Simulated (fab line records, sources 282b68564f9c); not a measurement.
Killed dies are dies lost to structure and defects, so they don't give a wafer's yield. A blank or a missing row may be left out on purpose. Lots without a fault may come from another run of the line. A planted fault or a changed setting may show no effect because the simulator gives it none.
Split-lot experiment | flow rit_cmos | 5 lots, 23 wafers read, on a route of 202 steps

THE SPLIT
At RIT_PRETRO_COAT_01 (resist thk 1300 nm), the setting resist_thk_nm was moved away from the recipe's 1300 nm on 4 of the 23 wafers read, by +3.1% to +4.3%. The other wafers ran this setting at the recipe's value.

The file shows no step between the split and the reading.

THE READING
NOVOLAK_of_PRETRO_COAT_01.thk_nm (the simulator's own value, which no gauge read), in nm, at RIT_PRETRO_HARDBAKE_07 (time 120 s). The file gives no usual value for it. The 19 wafers here that ran the recipe average 1136 nm, standard deviation 5.9 nm.

wafer  | tool, chamber at the split | resist_thk_nm as run, nm | against the recipe | NOVOLAK_of_PRETRO_COAT_01.thk_nm, nm | against lot-mates on the recipe
L076.1 | litho_track-03, 0          | 1300                     | recipe             | 1136                                 | -
L076.4 | litho_track-03, 0          | 1300                     | recipe             | 1139                                 | -
L076.5 | litho_track-03, 0          | 1300                     | recipe             | 1135                                 | -
L079.2 | litho_track-02, 0          | 1340                     | +3.1%              | 1168                                 | +30
L079.3 | litho_track-02, 0          | 1300                     | recipe             | 1134                                 | -
L079.4 | litho_track-02, 0          | 1300                     | recipe             | 1139                                 | -
L079.5 | litho_track-02, 0          | 1340                     | +3.1%              | 1167                                 | +29
L079.6 | litho_track-02, 0          | 1300                     | recipe             | 1141                                 | -
L081.1 | litho_track-03, 0          | 1300                     | recipe             | 1135                                 | -
L081.3 | litho_track-03, 0          | 1300                     | recipe             | 1133                                 | -
L081.4 | litho_track-03, 0          | 1300                     | recipe             | 1130                                 | -
L081.6 | litho_track-03, 0          | 1300                     | recipe             | 1130                                 | -
L081.5 | litho_track-03, 0          | 1300                     | recipe             | 1128                                 | -
L082.1 | litho_track-03, 0          | 1356                     | +4.3%              | 1192                                 | +46
L082.3 | litho_track-03, 0          | 1356                     | +4.3%              | 1187                                 | +41
L082.4 | litho_track-03, 0          | 1300                     | recipe             | 1153                                 | -
L082.5 | litho_track-03, 0          | 1300                     | recipe             | 1143                                 | -
L082.6 | litho_track-03, 0          | 1300                     | recipe             | 1142                                 | -
L084.1 | litho_track-03, 0          | 1300                     | recipe             | 1133                                 | -
L084.3 | litho_track-03, 0          | 1300                     | recipe             | 1136                                 | -
L084.6 | litho_track-03, 0          | 1300                     | recipe             | 1136                                 | -
L084.4 | litho_track-03, 0          | 1300                     | recipe             | 1129                                 | -
L084.5 | litho_track-03, 0          | 1300                     | recipe             | 1130                                 | -

THE FIT
A straight line over all 23 wafers: NOVOLAK_of_PRETRO_COAT_01.thk_nm changes by +11.7 nm for each +1% of resist_thk_nm; r = +0.95; the points scatter about the line by 5.9 nm.
The same after taking each lot's own level away (the mean of its wafers on the recipe; 23 wafers): +9.93 nm for each +1%; r = +0.98; scatter 3.1 nm.
On that fit, the largest move of resist_thk_nm shifts the reading by 43 nm.
The lots' own levels span 1131.2 to 1146.0 nm, that is 2.5 times the standard deviation above.
So the lot-to-lot level changes the slope: the two fits differ.
Check: with one of the wafers moved furthest among these (+4.3%) left out of the fit, the line predicts +41.2 nm for it against its lot-mates. It came out at +46 nm against them.

OTHER SPLITS ON THESE WAFERS
These wafers also went through other splits before the reading. Each is held against what the fit with the lots' levels taken away leaves over:
other split on the same wafers  | wafers away from the commonest value | r with NOVOLAK_of_PRETRO_COAT_01.thk_nm (lot level and that fit taken away)
RIT_ACTIVE_CVD_03 temp_c        | 15                                   | -0.03
RIT_ACTIVE_COAT_06 spin_rpm     | 8                                    | -0.06
RIT_ACTIVE_ETCH_13 time_s       | 10                                   | -0.16
RIT_FOX2_OXIDATION_00 temp_c    | 15                                   | +0.04
RIT_PWELL_COAT_01 resist_thk_nm | 10                                   | +0.11
RIT_NRETRO_SOFTBAKE_02 temp_c   | 10                                   | -0.04

THE WHOLE CHAIN: every reading that the file lists as answering this split, in the file's order
step                   | what it does       | reading                                                                           | change (the file's fit)              | r (the file's)
RIT_PRETRO_COAT_01     | resist thk 1300 nm | NOVOLAK_of_PRETRO_COAT_01.thk_nm (the simulator's own value, which no gauge read) | +11.7 nm for each +1% of the setting | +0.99
RIT_PRETRO_HARDBAKE_07 | time 120 s         | NOVOLAK_of_PRETRO_COAT_01.thk_nm (the simulator's own value, which no gauge read) | +9.99 nm for each +1% of the setting | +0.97

THE FILE'S OWN FIT
NOVOLAK_of_PRETRO_COAT_01.thk_nm changes by +9.99 nm for each +1% of resist_thk_nm, r = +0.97.
